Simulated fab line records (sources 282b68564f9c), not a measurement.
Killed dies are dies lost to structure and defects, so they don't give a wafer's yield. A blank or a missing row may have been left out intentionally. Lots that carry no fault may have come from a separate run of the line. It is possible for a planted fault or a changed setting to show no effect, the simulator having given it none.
The tool behind it: which one?	flow rit_cmos	39 wafers from 13 lots sampled at 3 of the route's 202 steps

## WHAT EACH GAUGE READ, for each wafer
RIT_NSD_OVL_MEAS_06.
lot	measured	on	NSD_OVL (nm)
L564	day 3 04:48	overlay-02	-1.1 -2.6 -2.4
L565	day 3 04:55	overlay-01	0.2 -1.1 -1.1
L566	day 3 09:14	overlay-02	-2.6 -3.4 -0.7
L568	day 3 19:55	overlay-02	-1.9 -1.3 -1.1
L569	day 4 00:25	overlay-01	-0.9 -0.6 -2.0
L570	day 4 05:15	overlay-02	-2.6 -1.3 -2.1
L571	day 4 09:05	overlay-02	-0.6 -1.1 0.2
L572	day 4 15:38	overlay-02	-0.8 0.5 0.0
L574	day 5 02:20	overlay-02	-2.6 -2.1 -3.3
L575	day 5 05:57	overlay-01	-0.9 -0.9 -1.6
L577	day 5 16:55	overlay-02	-0.5 -4.3 -3.8
L578	day 5 21:28	overlay-02	- - -
L580	day 6 06:50	overlay-01	-1.2 -3.1 -2.4

RIT_NSD_TW_MEAS_10.
lot	measured	on	NSD_TW
L564	day 3 05:19	film_metro-04	3136 3125 3125
L565	day 3 05:26	film_metro-03	3118 3107 3110
L566	day 3 09:45	film_metro-04	3135 3149 3152
L568	day 3 20:26	film_metro-03	3099 3099 3113
L569	day 4 00:56	film_metro-04	3128 3123 3131
L570	day 4 05:46	film_metro-04	3120 3125 3113
L571	day 4 09:35	film_metro-01	3128 3134 3126
L572	day 4 16:09	film_metro-04	3119 3134 3129
L574	day 5 02:51	film_metro-03	3099 3092 3102
L575	day 5 06:28	film_metro-04	3127 3134 3125
L577	day 5 17:26	film_metro-04	3137 3136 3139
L578	day 5 21:59	film_metro-01	30 30 30 30 30 30
L580	day 6 07:21	film_metro-04	3129 3142 3142

## WHICH TOOL RAN EACH LOT (tool, then ch and the chambers of the sampled wafers, then the start)
lot	RIT_NSD_EXPOSE_03
L564	iline_stepper-02 ch 0, day 3 04:24
L565	iline_stepper-02 ch 0, day 3 04:32
L566	iline_stepper-02 ch 0, day 3 08:37
L568	iline_stepper-01 ch 0, day 3 19:31
L569	iline_stepper-01 ch 0, day 4 00:01
L570	iline_stepper-02 ch 0, day 4 04:52
L571	iline_stepper-01 ch 0, day 4 08:41
L572	iline_stepper-01 ch 0, day 4 15:15
L574	iline_stepper-02 ch 0, day 5 01:56
L575	iline_stepper-02 ch 0, day 5 05:35
L577	iline_stepper-01 ch 0, day 5 16:32
L578	iline_stepper-02 ch 0, day 5 21:05
L580	iline_stepper-02 ch 0, day 6 06:26
- RIT_NSD_EXPOSE_03: exposes mask M9, target cd 40700 nm.

## AS READ BY THE TOOLS THEMSELVES (means over the sampled wafers that have a number; for cases with no such wafer, the mark the record gives instead)
RIT_NSD_EXPOSE_03.
lot	tool	exposure_dose_mJ_cm2	stage_vel_mm_s (mm/s)
L564	iline_stepper-02	249.72	500.15
L565	iline_stepper-02	250.18	499.79
L566	iline_stepper-02	250.07	500.15
L568	iline_stepper-01	250.19	499.78
L569	iline_stepper-01	249.74	499.64
L570	iline_stepper-02	249.95	500.23
L571	iline_stepper-01	249.78	500.15
L572	iline_stepper-01	250.33	500.00
L574	iline_stepper-02	249.93	500.21
L575	iline_stepper-02	249.95	500.21
L577	iline_stepper-01	249.82	500.04
L578	iline_stepper-02	250.09	499.85
L580	iline_stepper-02	250.06	500.07

## THE ANSWER, worked out from the rows above alone
Rule: what is usual is taken from the lots themselves. The widest of any qualifying gaps counts: lots, ordered by their means at a reading, are off when they make up no more than a third of the lots, leave a main group of 4 or more, and stand apart from it by 3 or more times the standard deviation of that group's means. A main group whose means are all the same, to the digits that the tables above print for the reading, isn't used. Also off: a lot with no number at a reading for which 4 or more lots have one. The other lots that the step has rows for count as sound. Order of review: gauges by route order, followed by the tools' own readings, for which a lot's mean as printed above is used. The first step at which some lot is off is used, and at that step the reading that is off furthest; a lot without a number counts as furthest.
Off: L578, at RIT_NSD_OVL_MEAS_06 (NSD_OVL). Without a number there: L578. The main group: mean -1.6 nm, standard deviation 0.85.
If a tool, at a process step before that reading, ran all the lots that are off and no sound lot after the first of them, it fits. Not tried: the gauges at RIT_NSD_OVL_MEAS_06; whatever is off there is also off at RIT_NSD_TW_MEAS_10, on other tools, and gauge error can't account for it. No candidate that was tried fits.

## WHAT WAS PUT IN BY THE SIMULATOR
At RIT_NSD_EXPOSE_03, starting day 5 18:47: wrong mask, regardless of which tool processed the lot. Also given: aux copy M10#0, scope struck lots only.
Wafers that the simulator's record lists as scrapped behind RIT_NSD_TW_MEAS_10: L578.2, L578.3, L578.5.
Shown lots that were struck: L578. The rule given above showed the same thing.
